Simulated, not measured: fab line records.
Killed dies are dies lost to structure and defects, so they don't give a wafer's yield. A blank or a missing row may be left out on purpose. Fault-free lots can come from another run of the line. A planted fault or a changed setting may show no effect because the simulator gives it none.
Which tool was responsible? | flow berkeley-cmos170 | 16 lots with 48 wafers sampled at 3 steps, on a route of 331 steps

== WHAT EACH GAUGE READ, for each wafer ==
UCB170_V1_THK_MEAS_01.
lot  | measured     | on            | V1_TEOS_THK (nm)
L879 | day 7 21:11  | film-metro-04 | 1978 1998 1997
L880 | day 7 21:08  | film-metro-04 | 1956 2020 1991
L882 | day 7 21:18  | film-metro-01 | 1973 2003 1997
L883 | day 7 21:19  | film-metro-04 | 1989 2071 2017
L884 | day 8 10:20  | film-metro-01 | 2011 2020 2056
L885 | day 8 10:20  | film-metro-03 | 1998 1998 2007
L889 | day 9 18:11  | film-metro-04 | 1520 1543 1578
L890 | day 10 00:47 | film-metro-01 | 1985 1987 2004
L892 | day 10 00:46 | film-metro-04 | 1510 1545 1549
L894 | day 10 14:22 | film-metro-03 | 1550 1568 1570
L895 | day 10 14:22 | film-metro-01 | 2008 2054 2013
L896 | day 10 14:22 | film-metro-04 | 1978 1982 2036
L893 | day 10 14:32 | film-metro-03 | 1551 1563 1569
L897 | day 11 12:47 | film-metro-04 | 1971 2008 2003
L899 | day 11 12:55 | film-metro-01 | 2004 2015 2018
L902 | day 11 13:05 | film-metro-03 | 2001 2030 2039

UCB170_V1_THK_MEAS_04.
lot  | measured     | on            | V1_POLISHED_THK (nm)
L879 | day 7 21:55  | film-metro-01 | 1001.0 999.2 999.1
L880 | day 7 21:37  | film-metro-01 | 997.9 1001.0 1000.1
L882 | day 7 21:58  | film-metro-03 | 1001.3 1001.4 1001.7
L883 | day 7 22:14  | film-metro-04 | 1000.9 999.9 1000.9
L884 | day 8 10:49  | film-metro-03 | 1001.0 998.2 999.2
L885 | day 8 10:49  | film-metro-04 | 999.8 1001.5 1000.6
L889 | day 9 18:40  | film-metro-01 | 556.8 557.5 557.6
L890 | day 10 01:16 | film-metro-01 | 1003.7 1003.6 1003.0
L892 | day 10 01:33 | film-metro-04 | 561.7 560.0 562.6
L894 | day 10 14:50 | film-metro-01 | 560.4 556.5 558.0
L895 | day 10 14:51 | film-metro-04 | 1001.5 1002.3 1000.1
L896 | day 10 15:08 | film-metro-03 | 1000.0 1000.0 999.9
L893 | day 10 15:09 | film-metro-01 | 560.3 559.8 559.9
L897 | day 11 13:16 | film-metro-04 | 1001.3 1002.3 1001.5
L899 | day 11 13:33 | film-metro-04 | 1000.2 1002.0 999.5
L902 | day 11 13:51 | film-metro-01 | 1001.5 1001.4 1000.9

== WHAT TOOL EACH LOT RAN ON (gives the tool, then ch and the chambers of the sampled wafers, and finally the start) ==
lot  | UCB170_V1_CVD_00
L879 | pecvd-02 ch 0,1, day 7 20:59
L880 | pecvd-04 ch 0,1, day 7 20:59
L882 | pecvd-04 ch 0,2, day 7 21:08
L883 | pecvd-02 ch 0,2, day 7 21:08
L884 | pecvd-01 ch 0,1,2, day 8 10:10
L885 | pecvd-04 ch 1,2, day 8 10:10
L889 | pecvd-04 ch 0,1, day 9 18:01
L890 | pecvd-01 ch 1,2, day 10 00:37
L892 | pecvd-04 ch 1,2, day 10 00:37
L894 | pecvd-04 ch 0,1,2, day 10 14:13
L895 | pecvd-01 ch 0,1, day 10 14:13
L896 | pecvd-02 ch 0,1, day 10 14:13
L893 | pecvd-04 ch 0,2, day 10 14:22
L897 | pecvd-01 ch 0,1,2, day 11 12:37
L899 | pecvd-01 ch 0,1,2, day 11 12:46
L902 | pecvd-01 ch 0,1, day 11 12:55
- UCB170_V1_CVD_00: deposits SiO2 from TEOS/O2, target thk 2000 nm, time 250 s.

== WHAT THE TOOLS THEMSELVES READ (means of the sampled wafers that have a number; where no wafer has one, the mark that the record gives instead) ==
UCB170_V1_CVD_00.
lot  | tool     | heater-power-w (W)
L879 | pecvd-02 | 265
L880 | pecvd-04 | 276
L882 | pecvd-04 | 243
L883 | pecvd-02 | 312
L884 | pecvd-01 | 255
L885 | pecvd-04 | 268
L889 | pecvd-04 | 281
L890 | pecvd-01 | 276
L892 | pecvd-04 | 252
L894 | pecvd-04 | 291
L895 | pecvd-01 | 225
L896 | pecvd-02 | 246
L893 | pecvd-04 | 263
L897 | pecvd-01 | 249
L899 | pecvd-01 | 299
L902 | pecvd-01 | 243

== THE ANSWER, worked out from the rows above alone ==
Rule: the usual values come from the lots themselves. Put in order of their means at a reading, lots are off if they are a third of the lots or fewer, leave a main group of 4 or more, and stand apart from it by a gap of 3 or more times the standard deviation of the main group's means; of several such gaps the widest counts. A main group whose means are all the same, to the digits that the tables above print for the reading, isn't used. A lot without any number at a reading at which 4 lots or more have one is off too. Where the step has rows for the other lots, those lots are counted as sound. After the gauges, taken in route order, come the tools' own readings; for these a lot's mean is taken, as printed above. At the first step where some lot is off, the reading lying furthest off is the one used; lots without a number count as furthest.
Off: L889, L892, L894, L893, seen at UCB170_V1_THK_MEAS_01 (V1_TEOS_THK). The main group: mean 2006 nm, standard deviation 15.
If a tool, at a process step before that reading, ran all the lots that are off and no sound lot after the first of them, it fits. The gauges at UCB170_V1_THK_MEAS_01 are tried like those tools. One candidate fits, namely pecvd-04 at UCB170_V1_CVD_00. Its last sound lot is L885 (day 8 10:10), its first lot that is off L889 (day 9 18:01): a fault that began between those two fits.

== WHAT THE SIMULATOR PUT IN ==
Site profile drift: pecvd-04, from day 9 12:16 on, at UCB170_V1_CVD_00. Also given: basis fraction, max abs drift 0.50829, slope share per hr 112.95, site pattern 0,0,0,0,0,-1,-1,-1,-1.
Lots struck among those shown: L889, L892, L894, L893. Same finding as the rule above.
